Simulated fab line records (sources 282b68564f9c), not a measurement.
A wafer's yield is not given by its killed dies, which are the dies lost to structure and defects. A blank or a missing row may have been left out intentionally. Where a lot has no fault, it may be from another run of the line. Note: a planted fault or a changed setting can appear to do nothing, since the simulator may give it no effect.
fab line records    flow rit-cmos
[record] lots = 13  wafers = 39  last-day = 8
route steps=202 shown ACTIVE@9 NWELL@30 PWELL@48 NRETRO@62 M1@202
lots that met no fault: from a run of the same line without faults
start-h: the number of hours between the record's first day and the start of the first shown wafer of the lot    wait-h: time in hours since the lot's previous step    " same as the row above    L1.1+2: one row covering several wafers at once    - no value, or no start was given    * or withheld: withheld    < > ~ a bound
route shown NAME@n: a module of which the file shows steps, and the number in the route of the first    usual: mean/standard deviation of fault-free wafers    same: alike in all rows    chamber/n: place in a boat    sites: each site's reading    _std_site: the values' standard deviation    _edge_site: the outer-site mean with the inner-site mean subtracted    radius-mm: how far each site lies from the wafer's centre    mask NAME#n: copy n    behind: the most recent tool/chamber to have shaped the wafer    hold: why the lot went on hold/how many hours it stayed there/how the hold came to an end    device: names the non-switching transistor (n, p or np)    end of line: the same wafers' tests at the end of the route    for a step that has no rows: nothing shown but its recipe    killed: not the wafer's yield, but the dies lost to structure and defects at the first sort    map: dies across one wafer; x = killed, . = not, _ = none there
set.NAME: the setting that was run; set.NAME@STEP: the one run at that earlier step    model.NAME: the simulator's own value behind a step, which no gauge read
a sample of lots followed through the steps of the route, with each step as a table and each wafer as a row
services: when a tool's chamber went out of use (start-h, in hours from the record's first day, below 0 if earlier), for how many hours, and the reason
[[steps]]
[step RIT_ACTIVE_EXPOSE_08]
[recipe] mask-id = M1  na = 0.6  source-shape = conventional  sigma-outer = 0.6  target-cd-nm = 1400  dose-mj = 225
[usual] exposure-dose-mJ-cm2 = 226.6/1.7
[same] sigma-outer = 0.6
lot.wafer  tool              chamber  start-h  wait-h  mask  exposure-dose-mJ-cm2
L715.1     iline-stepper-02  0        14.54    0.2     M1#0  224.8
L715.5     "                 0        "        "       M1#0  224.8
L715.6     "                 0        "        "       M1#0  224.7
L716.4     iline-stepper-02  0        20.44    0.1     M1#0  224.8
L716.5     "                 0        "        "       M1#0  224.4
L716.6     "                 0        "        "       M1#0  224.8
L717.3     iline-stepper-01  0        25.15    0.2     M1#0  228.4
L717.4     "                 0        "        "       M1#0  228.4
L717.5     "                 0        "        "       M1#0  228.0
L719.2     iline-stepper-02  0        34.58    0.1     M1#0  225.3
L719.4     "                 0        "        "       M1#0  224.9
L719.6     "                 0        "        "       M1#0  225.1
L720.1     iline-stepper-01  0        39.92    0.2     M1#0  228.5
L720.3     "                 0        "        "       M1#0  228.6
L720.4     "                 0        "        "       M1#0  228.4
L721.3     iline-stepper-02  0        45.07    0.2     M1#0  225.3
L721.4     "                 0        "        "       M1#0  224.6
L721.5     "                 0        "        "       M1#0  225.1
L723.2     iline-stepper-02  0        55.90    0.2     M1#0  224.9
L723.3     "                 0        "        "       M1#0  225.4
L723.6     "                 0        "        "       M1#0  224.9
L724.2     iline-stepper-02  0        62.89    0.1     M1#0  225.0
L724.4     "                 0        "        "       M1#0  224.7
L724.5     "                 0        "        "       M1#0  224.9
L725.3     iline-stepper-01  0        67.03    0.2     M1#0  228.2
L725.4     "                 0        "        "       M1#0  228.1
L725.5     "                 0        "        "       M1#0  228.4
L726.1     iline-stepper-02  0        72.28    0.2     M1#0  224.6
L726.2     "                 0        "        "       M1#0  224.7
L726.3     "                 0        "        "       M1#0  224.8
L729.1     iline-stepper-02  0        84.09    0.1     M1#0  225.4
L729.4     "                 0        "        "       M1#0  225.1
L729.6     "                 0        "        "       M1#0  225.2
L731.1     iline-stepper-01  0        96.18    0.1     M1#0  228.4
L731.2     "                 0        "        "       M1#0  228.2
L731.4     "                 0        "        "       M1#0  227.9
L738.1     iline-stepper-01  0        130.10   0.2     M1#0  215.1
L738.2     "                 0        "        "       M1#0  215.3
L738.3     "                 0        "        "       M1#0  215.3
[step RIT_ACTIVE_CD_MEAS_11]
[recipe] target-cd-nm = 1400
[usual] cd-nm = 1400.1/2.1
lot.wafer  tool       chamber  start-h  wait-h  cd-nm
L715.1     cd-sem-01  -        14.94    -       1400.7
L715.5     "          -        "        "       1400.9
L715.6     "          -        "        "       1401.1
L716.4     cd-sem-02  -        20.90    -       1403.7
L716.5     "          -        "        "       1405.7
L716.6     "          -        "        "       1403.9
L717.3     cd-sem-02  -        25.55    -       1400.9
L717.4     "          -        "        "       1399.2
L717.5     "          -        "        "       1399.5
L719.2     cd-sem-02  -        34.99    -       1399.0
L719.4     "          -        "        "       1399.9
L719.6     "          -        "        "       1399.3
L720.1     cd-sem-01  -        40.32    -       1397.6
L720.3     "          -        "        "       1399.5
L720.4     "          -        "        "       1398.4
L721.3     cd-sem-01  -        45.47    -       1402.0
L721.4     "          -        "        "       1402.5
L721.5     "          -        "        "       1402.3
L723.2     cd-sem-01  -        56.30    -       1397.1
L723.3     "          -        "        "       1398.0
L723.6     "          -        "        "       1399.3
L724.2     cd-sem-02  -        63.29    -       1400.7
L724.4     "          -        "        "       1400.2
L724.5     "          -        "        "       1399.2
L725.3     cd-sem-02  -        67.43    -       1397.3
L725.4     "          -        "        "       1398.1
L725.5     "          -        "        "       1400.4
L726.1     cd-sem-02  -        72.68    -       1397.1
L726.2     "          -        "        "       1399.6
L726.3     "          -        "        "       1396.9
L729.1     cd-sem-02  -        84.49    -       1399.8
L729.4     "          -        "        "       1398.5
L729.6     "          -        "        "       1401.2
L731.1     cd-sem-02  -        96.58    -       1398.0
L731.2     "          -        "        "       1398.7
L731.4     "          -        "        "       1397.0
L738.1     cd-sem-01  -        130.50   -       1375.2
L738.2     "          -        "        "       1354.0
L738.3     "          -        "        "       1327.7
[step RIT_NWELL_SOFTBAKE_02]
[recipe] resist = NOVOLAK  temp-c = 90  time-s = 61.45
[usual] heater-power-total-W = 34.58/0.046  plate-sensor-t-centre-C = 90.970/0.0097  plate-sensor-t-edge-C = 91.022/0.011
lot.wafer  tool            chamber  start-h  wait-h  heater-power-total-W  plate-sensor-t-centre-C  plate-sensor-t-edge-C
L715.1     litho-track-03  0        22.38    0.1     34.58                 90.964                   91.031
L715.5     "               0        "        "       34.64                 90.972                   91.017
L715.6     "               0        "        "       34.57                 90.961                   91.019
L716.4     litho-track-02  0        27.70    0.1     34.66                 90.972                   91.007
L716.5     "               0        "        "       34.56                 90.945                   91.030
L716.6     "               0        "        "       34.51                 90.967                   91.030
L717.3     litho-track-02  0        32.66    0.1     34.61                 90.973                   91.041
L717.4     "               0        "        "       34.42                 90.978                   91.050
L717.5     "               0        "        "       34.58                 90.959                   91.032
L719.2     litho-track-03  0        42.25    0.1     34.60                 90.967                   91.005
L719.4     "               0        "        "       34.51                 90.969                   91.029
L719.6     "               0        "        "       34.65                 90.963                   91.023
L720.1     litho-track-01  0        48.69    0.1     34.56                 90.956                   91.033
L720.3     "               0        "        "       34.56                 90.966                   91.027
L720.4     "               0        "        "       34.50                 90.965                   91.027
L721.3     litho-track-01  0        56.94    0.1     34.51                 90.967                   91.022
L721.4     "               0        "        "       34.62                 90.984                   91.035
L721.5     "               0        "        "       34.60                 90.972                   91.018
L723.2     litho-track-01  0        66.95    0.1     34.60                 90.966                   91.018
L723.3     "               0        "        "       34.59                 90.979                   91.022
L723.6     "               0        "        "       34.54                 90.966                   91.014
L724.2     litho-track-03  0        72.14    0.1     34.61                 90.985                   91.017
L724.4     "               0        "        "       34.62                 90.959                   91.032
L724.5     "               0        "        "       34.55                 90.978                   91.016
L725.3     litho-track-01  0        77.49    0.1     34.56                 90.965                   91.001
L725.4     "               0        "        "       34.62                 90.963                   91.015
L725.5     "               0        "        "       34.62                 90.965                   91.032
L726.1     litho-track-03  0        81.16    0.1     34.58                 90.965                   90.996
L726.2     "               0        "        "       34.48                 90.944                   91.019
L726.3     "               0        "        "       34.48                 90.966                   91.017
L729.1     litho-track-02  0        93.50    0.1     34.52                 90.982                   90.999
L729.4     "               0        "        "       34.50                 90.970                   90.995
L729.6     "               0        "        "       34.58                 90.975                   91.025
L731.1     litho-track-03  0        105.11   0.1     34.60                 90.963                   91.030
L731.2     "               0        "        "       34.55                 90.965                   91.011
L731.4     "               0        "        "       34.61                 90.973                   91.010
L738.1     litho-track-02  0        137.30   0.1     34.54                 90.966                   91.022
L738.2     "               0        "        "       34.56                 90.966                   91.029
L738.3     "               0        "        "       34.50                 90.980                   91.027
[step RIT_PWELL_STRIP_09]
[recipe] chemistry = O2  time-s = 180  resist = NOVOLAK  platen-temp-c = withheld  power-w = 500  pressure-mtorr = 4000  o2-flow-sccm = 4000
[usual] drypump-motor-current-A = 6.1/0.34
lot.wafer  tool             chamber  start-h  wait-h  drypump-motor-current-A  rf-hours-counter-h
L715.1     plasma-asher-02  1        24.95    0.1     5.9                      40
L715.5     "                0        "        "       5.8                      -
L715.6     "                1        "        "       5.9                      -
L716.4     plasma-asher-03  0        30.72    0.1     5.8                      -
L716.5     "                1        "        "       5.8                      -
L716.6     "                0        "        "       5.8                      -
L717.3     plasma-asher-02  1        35.60    0.1     5.9                      -
L717.4     "                0        "        "       5.8                      -
L717.5     "                1        "        "       5.9                      -
L719.2     plasma-asher-03  1        45.07    0.1     5.8                      40
L719.4     "                0        "        "       5.9                      -
L719.6     "                0        "        "       5.8                      -
L720.1     plasma-asher-04  0        51.26    0.1     6.7                      22
L720.3     "                0        "        "       6.7                      -
L720.4     "                1        "        "       6.3                      -
L721.3     plasma-asher-02  1        59.52    0.1     5.9                      -
L721.4     "                0        "        "       5.8                      -
L721.5     "                0        "        "       5.8                      -
L723.2     plasma-asher-02  0        69.83    0.1     5.8                      45
L723.3     "                0        "        "       5.8                      -
L723.6     "                1        "        "       5.9                      -
L724.2     plasma-asher-04  0        74.94    0.1     6.7                      24
L724.4     "                0        "        "       6.6                      -
L724.5     "                0        "        "       6.7                      -
L725.3     plasma-asher-04  1        80.43    0.1     6.3                      -
L725.4     "                0        "        "       6.7                      -
L725.5     "                0        "        "       6.6                      -
L726.1     plasma-asher-04  0        83.73    0.1     6.6                      25
L726.2     "                1        "        "       6.3                      25
L726.3     "                1        "        "       6.3                      -
L729.1     plasma-asher-04  0        96.22    0.1     6.6                      26
L729.4     "                1        "        "       6.3                      -
L729.6     "                1        "        "       6.3                      -
L731.1     plasma-asher-02  1        107.68   0.1     5.9                      48
L731.2     "                0        "        "       5.8                      48
L731.4     "                0        "        "       5.8                      -
L738.1     plasma-asher-04  0        140.08   0.1     6.7                      32
L738.2     "                1        "        "       6.3                      32
L738.3     "                0        "        "       6.6                      -
[step RIT_NRETRO_STRIP_09]
[recipe] chemistry = O2  time-s = 180  resist = NOVOLAK  platen-temp-c = withheld  power-w = 500  pressure-mtorr = 4000  o2-flow-sccm = 4000
[usual] drypump-motor-current-A = 6.1/0.36
lot.wafer  tool             chamber  start-h  wait-h  drypump-motor-current-A  rf-hours-counter-h
L715.1     plasma-asher-04  0        33.55    0.1     6.6                      20
L715.5     "                1        "        "       6.3                      -
L715.6     "                0        "        "       6.6                      -
L716.4     plasma-asher-01  0        39.02    0.1     5.7                      -
L716.5     "                1        "        "       6.4                      -
L716.6     "                0        "        "       5.7                      -
L717.3     plasma-asher-04  0        43.80    0.1     6.6                      -
L717.4     "                1        "        "       6.3                      -
L717.5     "                1        "        "       6.3                      -
L719.2     plasma-asher-01  0        54.62    0.1     5.7                      41
L719.4     "                0        "        "       5.8                      -
L719.6     "                1        "        "       6.4                      -
L720.1     plasma-asher-01  0        60.38    0.1     5.7                      42
L720.3     "                0        "        "       5.7                      -
L720.4     "                1        "        "       6.4                      -
L721.3     plasma-asher-03  1        68.69    0.1     5.8                      -
L721.4     "                0        "        "       5.8                      -
L721.5     "                0        "        "       5.8                      -
L723.2     plasma-asher-03  1        78.24    0.1     5.8                      43
L723.3     "                1        "        "       5.7                      -
L723.6     "                1        "        "       5.8                      -
L724.2     plasma-asher-03  0        83.48    0.1     5.8                      44
L724.4     "                1        "        "       5.8                      -
L724.5     "                1        "        "       5.7                      -
L725.3     plasma-asher-01  0        87.98    0.1     5.7                      -
L725.4     "                1        "        "       6.4                      -
L725.5     "                0        "        "       5.8                      -
L726.1     plasma-asher-04  0        91.51    0.1     6.7                      26
L726.2     "                1        "        "       6.3                      26
L726.3     "                0        "        "       6.6                      -
L729.1     plasma-asher-01  0        104.25   0.1     5.7                      47
L729.4     "                1        "        "       6.4                      -
L729.6     "                0        "        "       5.7                      -
L731.1     plasma-asher-04  1        115.54   0.1     6.3                      29
L731.2     "                0        "        "       6.6                      29
L731.4     "                0        "        "       6.6                      -
L738.1     plasma-asher-04  1        148.69   0.1     6.3                      33
L738.2     "                0        "        "       6.6                      33
L738.3     "                1        "        "       6.3                      -
[step RIT_M1_PROBE_99]
[usual] killed-at-contacts = 0.0/0.16  killed-at-front-end = 7.5/2.8  killed-dies = 7.6/2.9  killed-open = 3.7/2  killed-short = 3.8/2
[same] gross-dies = 264  killed_at_M0_to_M3 = 0  killed_at_M4_up = 0  killed-at-back-side = 0  killed-at-other = 0
lot.wafer  tool       chamber  start-h  wait-h  killed-at-contacts  killed-at-front-end  killed-dies  killed-open  killed-short
L715.1     prober-01  -        64.49    0.1     0                   10                   10           5            5
L715.5     prober-01  -        64.69    0.2     0                   8                    8            6            2
L715.6     prober-01  -        64.74    0.2     0                   3                    3            1            2
L716.4     prober-02  -        76.55    0.2     0                   9                    9            3            6
L716.5     prober-02  -        76.60    0.2     0                   11                   11           5            6
L716.6     prober-02  -        76.65    0.2     0                   8                    8            6            2
L717.3     prober-01  -        78.00    0.2     0                   10                   10           4            6
L717.4     prober-01  -        78.05    0.2     0                   8                    8            4            4
L717.5     prober-01  -        78.10    0.2     0                   7                    7            4            3
L719.2     prober-01  -        90.67    0.1     0                   10                   10           4            6
L719.4     prober-01  -        90.77    0.2     0                   6                    6            2            4
L719.6     prober-01  -        90.87    0.2     0                   6                    6            4            2
L720.1     prober-02  -        95.60    0.1     0                   12                   12           7            5
L720.3     prober-02  -        95.70    0.2     0                   4                    4            2            2
L720.4     prober-02  -        95.75    0.2     0                   2                    2            0            2
L721.3     prober-01  -        100.95   0.2     0                   10                   10           6            4
L721.4     prober-01  -        101.00   0.2     0                   7                    7            5            2
L721.5     prober-01  -        101.05   0.2     0                   5                    5            1            4
L723.2     prober-01  -        109.34   0.1     0                   6                    6            3            3
L723.3     prober-01  -        109.39   0.2     0                   8                    8            3            5
L723.6     prober-01  -        109.54   0.2     0                   3                    3            2            1
L724.2     prober-02  -        115.35   0.1     0                   9                    9            3            6
L724.4     prober-02  -        115.45   0.2     0                   10                   10           2            8
L724.5     prober-02  -        115.50   0.2     0                   9                    9            6            3
L725.3     prober-01  -        119.39   0.2     0                   9                    9            5            4
L725.4     prober-01  -        119.44   0.2     0                   4                    4            3            1
L725.5     prober-01  -        119.49   0.2     0                   5                    5            4            1
L726.1     prober-01  -        122.60   0.1     0                   8                    8            7            1
L726.2     prober-01  -        122.65   0.1     0                   3                    3            3            0
L726.3     prober-01  -        122.70   0.2     0                   10                   10           5            5
L729.1     prober-01  -        132.58   0.1     0                   9                    9            5            4
L729.4     prober-01  -        132.73   0.2     0                   8                    8            4            4
L729.6     prober-01  -        132.83   0.2     0                   11                   11           8            3
L731.1     prober-02  -        146.07   0.1     0                   8                    8            5            3
L731.2     prober-02  -        146.12   0.1     0                   6                    6            1            5
L731.4     prober-02  -        146.22   0.2     0                   10                   10           4            6
L738.1     prober-01  -        182.13   0.1     0                   8                    8            6            2
L738.2     prober-01  -        182.18   0.1     0                   9                    9            3            6
L738.3     prober-01  -        182.23   0.2     1                   13                   14           5            9
// killed by level:class
L715.1 REOX:geometric-particle:short=3 REOX:geometric-particle:open=2 SILICIDE:geometric-particle:short=2 GATE:geometric-particle:open=1 SPACER:geometric-particle:open=1 SILICIDE:geometric-particle:open=1
L715.5 GATE:geometric-particle:open=3 SILICIDE:geometric-particle:open=2 FOX2:geometric-particle:open=1 REOX:geometric-particle:short=1 SILICIDE:geometric-particle:short=1
L715.6 FOX1:geometric-particle:open=1 FOX2:geometric-particle:short=1 GATE:geometric-particle:short=1
L716.4 REOX:geometric-particle:short=2 ACTIVE:geometric-particle:short=1 FOX1:geometric-particle:open=1 FOX1:geometric-particle:short=1 FOX2:geometric-particle:short=1 GATE:geometric-particle:short=1 SPACER:geometric-particle:open=1 SILICIDE:geometric-particle:open=1
L716.5 FOX1:geometric-particle:open=2 FOX1:geometric-particle:short=2 GATE:geometric-particle:short=2 SPACER:geometric-particle:short=2 GATE:geometric-particle:open=1 SPACER:geometric-particle:open=1 SILICIDE:geometric-particle:open=1
L716.6 GATE:geometric-particle:short=2 GATE:geometric-particle:open=2 SPACER:geometric-particle:open=2 SILICIDE:geometric-particle:open=2
L717.3 GATE:geometric-particle:short=3 GATE:geometric-particle:open=2 FOX2:geometric-particle:open=1 FOX2:geometric-particle:short=1 REOX:geometric-particle:short=1 SPACER:geometric-particle:short=1 SILICIDE:geometric-particle:open=1
L717.4 FOX2:geometric-particle:short=2 REOX:geometric-particle:short=2 SPACER:geometric-particle:open=2 GATE:geometric-particle:open=1 REOX:geometric-particle:open=1
L717.5 GATE:geometric-particle:open=2 SPACER:geometric-particle:short=2 FOX2:geometric-particle:open=1 GATE:geometric-particle:short=1 SPACER:geometric-particle:open=1
L719.2 GATE:geometric-particle:short=3 GATE:geometric-particle:open=2 REOX:geometric-particle:open=2 ACTIVE:geometric-particle:short=1 FOX1:geometric-particle:short=1 SILICIDE:geometric-particle:short=1
L719.4 GATE:geometric-particle:open=2 REOX:geometric-particle:short=2 SPACER:geometric-particle:short=2
L719.6 GATE:geometric-particle:open=2 FOX2:geometric-particle:short=1 GATE:geometric-particle:short=1 REOX:geometric-particle:open=1 SILICIDE:geometric-particle:open=1
L720.1 GATE:geometric-particle:open=4 FOX2:geometric-particle:open=2 SILICIDE:geometric-particle:short=2 FOX1:geometric-particle:short=1 FOX1:geometric-particle:open=1 GATE:geometric-particle:short=1 SPACER:geometric-particle:short=1
L720.3 SPACER:geometric-particle:open=2 GATE:geometric-particle:short=1 REOX:geometric-particle:short=1
L720.4 FOX1:geometric-particle:short=1 GATE:geometric-particle:short=1
L721.3 FOX1:geometric-particle:open=3 GATE:geometric-particle:short=2 GATE:geometric-particle:open=1 REOX:geometric-particle:open=1 REOX:geometric-particle:short=1 SPACER:geometric-particle:open=1 SILICIDE:geometric-particle:short=1
L721.4 FOX1:geometric-particle:open=2 FOX1:geometric-particle:short=1 GATE:geometric-particle:open=1 REOX:geometric-particle:open=1 SPACER:geometric-particle:short=1 SILICIDE:geometric-particle:open=1
L721.5 GATE:geometric-particle:short=3 GATE:geometric-particle:open=1 REOX:geometric-particle:short=1
L723.2 FOX1:geometric-particle:open=1 FOX2:geometric-particle:open=1 FOX2:geometric-particle:short=1 GATE:geometric-particle:open=1 GATE:geometric-particle:short=1 REOX:geometric-particle:short=1
L723.3 FOX1:geometric-particle:short=2 GATE:geometric-particle:short=2 GATE:geometric-particle:open=2 REOX:geometric-particle:short=1 SPACER:geometric-particle:open=1
L723.6 FOX1:geometric-particle:open=1 FOX2:geometric-particle:short=1 GATE:geometric-particle:open=1
L724.2 GATE:geometric-particle:short=2 SPACER:geometric-particle:short=2 SILICIDE:geometric-particle:open=2 FOX1:geometric-particle:short=1 GATE:geometric-particle:open=1 SILICIDE:geometric-particle:short=1
L724.4 GATE:geometric-particle:short=2 REOX:geometric-particle:short=2 SPACER:geometric-particle:short=2 FOX2:geometric-particle:short=1 GATE:geometric-particle:open=1 SILICIDE:geometric-particle:short=1 SILICIDE:geometric-particle:open=1
L724.5 FOX1:geometric-particle:open=2 GATE:geometric-particle:short=2 SPACER:geometric-particle:open=2 GATE:geometric-particle:open=1 REOX:geometric-particle:open=1 SPACER:geometric-particle:short=1
L725.3 GATE:geometric-particle:short=2 REOX:geometric-particle:short=2 REOX:geometric-particle:open=2 SPACER:geometric-particle:open=2 FOX2:geometric-particle:open=1
L725.4 GATE:geometric-particle:open=1 SPACER:geometric-particle:open=1 SILICIDE:geometric-particle:open=1 SILICIDE:geometric-particle:short=1
L725.5 GATE:geometric-particle:open=2 FOX1:geometric-particle:open=1 GATE:geometric-particle:short=1 SILICIDE:geometric-particle:open=1
L726.1 GATE:geometric-particle:open=6 FOX2:geometric-particle:open=1 GATE:geometric-particle:short=1
L726.2 GATE:geometric-particle:open=1 REOX:geometric-particle:open=1 SILICIDE:geometric-particle:open=1
L726.3 GATE:geometric-particle:short=2 FOX1:geometric-particle:short=1 FOX2:geometric-particle:open=1 GATE:geometric-particle:open=1 REOX:geometric-particle:open=1 SPACER:geometric-particle:open=1 SPACER:geometric-particle:short=1 SILICIDE:geometric-particle:short=1
L729.1 GATE:geometric-particle:short=2 FOX1:geometric-particle:open=1 FOX2:geometric-particle:open=1 FOX2:geometric-particle:short=1 GATE:geometric-particle:open=1 REOX:geometric-particle:open=1 SPACER:geometric-particle:short=1 SILICIDE:geometric-particle:open=1
L729.4 GATE:geometric-particle:open=2 REOX:geometric-particle:open=2 FOX1:geometric-particle:short=1 GATE:geometric-particle:short=1 REOX:geometric-particle:short=1 SPACER:geometric-particle:short=1
L729.6 REOX:geometric-particle:open=4 SPACER:geometric-particle:open=3 REOX:geometric-particle:short=2 FOX1:geometric-particle:open=1 GATE:geometric-particle:short=1
L731.1 GATE:geometric-particle:open=4 GATE:geometric-particle:short=2 FOX2:geometric-particle:short=1 SPACER:geometric-particle:open=1
L731.2 SPACER:geometric-particle:short=2 SILICIDE:geometric-particle:short=2 FOX2:geometric-particle:short=1 SPACER:geometric-particle:open=1
L731.4 FOX2:geometric-particle:short=2 GATE:geometric-particle:short=2 FOX2:geometric-particle:open=1 GATE:geometric-particle:open=1 REOX:geometric-particle:open=1 REOX:geometric-particle:short=1 SPACER:geometric-particle:open=1 SILICIDE:geometric-particle:short=1
L738.1 GATE:geometric-particle:open=5 GATE:geometric-particle:short=1 REOX:geometric-particle:open=1 SILICIDE:geometric-particle:short=1
L738.2 REOX:geometric-particle:short=3 GATE:geometric-particle:open=2 FOX2:geometric-particle:short=1 GATE:geometric-particle:short=1 SPACER:geometric-particle:open=1 SPACER:geometric-particle:short=1
L738.3 GATE:geometric-particle:short=3 REOX:geometric-particle:short=2 SPACER:geometric-particle:open=2 FOX1:geometric-particle:short=1 FOX2:geometric-particle:short=1 GATE:geometric-particle:open=1 REOX:geometric-particle:open=1 SILICIDE:geometric-particle:short=1
[[services]]
tool              chamber  start-h  hours  kind
plasma-asher-02   -        9.08     2.8    pm
iline-stepper-01  0        9.55     -      calibration
iline-stepper-02  -        49.40    1.7    pm
iline-stepper-01  -        53.14    1.7    pm
plasma-asher-02   -        72.58    11.4   pm
plasma-asher-01   -        108.75   9.0    pm
plasma-asher-01   0        108.75   9.0    vent-cycle
plasma-asher-01   1        108.75   9.0    vent-cycle
plasma-asher-03   -        110.39   7.6    repair
iline-stepper-02  -        114.79   28.9   pm
plasma-asher-01   0        117.75   -      clean
plasma-asher-01   1        117.75   -      clean
[[key]]
[first-sign] step = RIT_ACTIVE_EXPOSE_08  reading = exposure-dose-mJ-cm2  direction = down  sigmas = 6.7  usual = 226.6  struck = 215.2
[effect] step = RIT_ACTIVE_CD_MEAS_11  reading = cd-nm  direction = down  sigmas = 23  usual = 1400.1  struck = 1352.3  through = control-loop
met-at RIT_ACTIVE_EXPOSE_08
struck-lots L738
tester-left-out L738
[loop-trim] step = RIT_ACTIVE_EXPOSE_08  setting = dose  lots = L738
not-acting-at RIT_NWELL_SOFTBAKE_02,RIT_PWELL_STRIP_09,RIT_NRETRO_STRIP_09
onset-between 96.18 130.10
[fault] kind = process-parameter-drift  tool = iline-stepper-01  chamber = -  onset-h = 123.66  steps = RIT_ACTIVE_EXPOSE_08  channel = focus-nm  offset = 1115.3  spread-by-wafer = 0.3  shape = step  end-h = 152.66
// tester-left-out: of these lots the tester's yield and bins aren't shown, on N5 and GAA mostly nor the transistor test; their killed dies are dies lost to structure and defects alone, not to doping, threshold or leakage, so they don't give the yield
// loop-trim: a control loop set the setting to another value than it would have without faults
